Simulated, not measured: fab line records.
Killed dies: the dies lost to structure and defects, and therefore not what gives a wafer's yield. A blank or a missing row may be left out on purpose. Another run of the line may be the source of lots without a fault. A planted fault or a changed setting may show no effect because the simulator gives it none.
A lot that was struck, set against a sound lot / flow berkeleyCmos170 / 15 steps out of a route of 331
Sound: wafers L618.1, L618.2, L618.5. Wafers struck: L629.3, L629.5, L629.6. The cause comes at the end.
Per side, at each step with rows, come the tool, then ch with its chambers, and then its first start. Under that, the readings that differ: sound wafers / struck wafers / difference of the means / sigmas: that difference in standard deviations of wafers without a fault.
alike: words and numbers the same on both sides, and readings whose means are apart by under 2 such deviations; not compared: readings that were withheld, readings missing a value for some wafer, numbers with overlapping values and no deviation given by the record, and bounds like >300 which may hide the same value.
The two part at a step that has a row with sigmas, a row that says differs or no value, or rows on one side only. When numbers do not overlap yet have no deviation, they are printed without sigmas and do not part them. Lack of a reading on every wafer of one side parts them only where that side has two or more wafers.

first, 1 step without rows for these wafers: UCB170_M2_SOFTBAKE_06 (time 60 s).
UCB170_M2_STRIP_07: strips in O2.
  sound on plasmaAsher-01 ch 0,1, day 9 16:46; struck on plasmaAsher-01 ch 0,1, day 11 18:17
  alike: drypumpMotorCurrentA, oesProductAu, stripTimeToEndpointS
  not compared: rfHoursCounterH
then, 7 steps without rows for these wafers: UCB170_M2_STRIP_08 (strips KrF in DMSO, time 600 s); UCB170_M2_COAT_09; UCB170_M2_COAT_10 (resist thk 900 nm); UCB170_M2_SOFTBAKE_11 (time 60 s); UCB170_M2_EXPOSE_12 (exposes mask METAL2, target cd 700 nm); UCB170_M2_PEB_13; UCB170_M2_DEVELOP_14 (develop time 45 s).
UCB170_M2_CD_MEAS_15 targets a cd of 700 nm.
  sound: cdSem-02 at day 9 18:37; struck: cdSem-02 at day 11 19:40
reading=cdNm (nm); sound=700.6 701.3 701.7; struck=696.7 697.1 696.9; difference=-4.3; sigmas=-3
UCB170_M2_OVL_MEAS_16:
  sound: overlay-01 at day 9 18:44; struck: overlay-01 at day 11 19:46
  alike: M2_OVL
UCB170_M2_ETCH_17: etches BARC in N2/H2.
  sound on rieDiel-02 ch 2,3, day 9 18:46; struck on rieDiel-01 ch 1,3, day 11 19:47
  alike: biasW, drypumpMotorCurrentA, oesProductAu, throttleValvePct
UCB170_M2_METAL_ETCH_18: etches Al in Cl2/BCl3, stops on SiO2, target depth 1170 nm, time 195 s.
  sound on rieMetal-04 ch 1, day 9 18:49; struck on rieMetal-04 ch 1, day 11 19:57
reading=biasW (W); sound=120.4 120.2 119.5; struck=101.0 100.6 100.7; difference=-19.3; sigmas=-55
reading=model.KrF_of_M2_COAT_10.thkNm (nm); sound=196.3 192.4 198.1; struck=231.1 231 237.3; difference=+37.5; sigmas=
reading=model.SiO2_of_V1_CVD_00.thkNm (nm); sound=936.9 937.8 937.8; struck=943.3 942.6 946.3; difference=+6.6; sigmas=
  alike: bcl3FlowSccm, drypumpMotorCurrentA, oesProductAu, throttleValvePct
  not compared: rfHoursCounterH
UCB170_M2_STRIP_19: strips in O2.
  sound on plasmaAsher-01 ch 0,1, day 9 19:11; struck on plasmaAsher-02 ch 0,1, day 11 20:14
  alike: drypumpMotorCurrentA, oesProductAu
  not compared: rfHoursCounterH
UCB170_M3_PROBE_99:
  record: rows for the struck wafers here (prober-02, day 12 02:04), none for the sound ones

WHERE THEY PART
At UCB170_M2_CD_MEAS_15 first; at UCB170_M3_PROBE_99 last (within this record only).

WHY: what had been put in by the simulator
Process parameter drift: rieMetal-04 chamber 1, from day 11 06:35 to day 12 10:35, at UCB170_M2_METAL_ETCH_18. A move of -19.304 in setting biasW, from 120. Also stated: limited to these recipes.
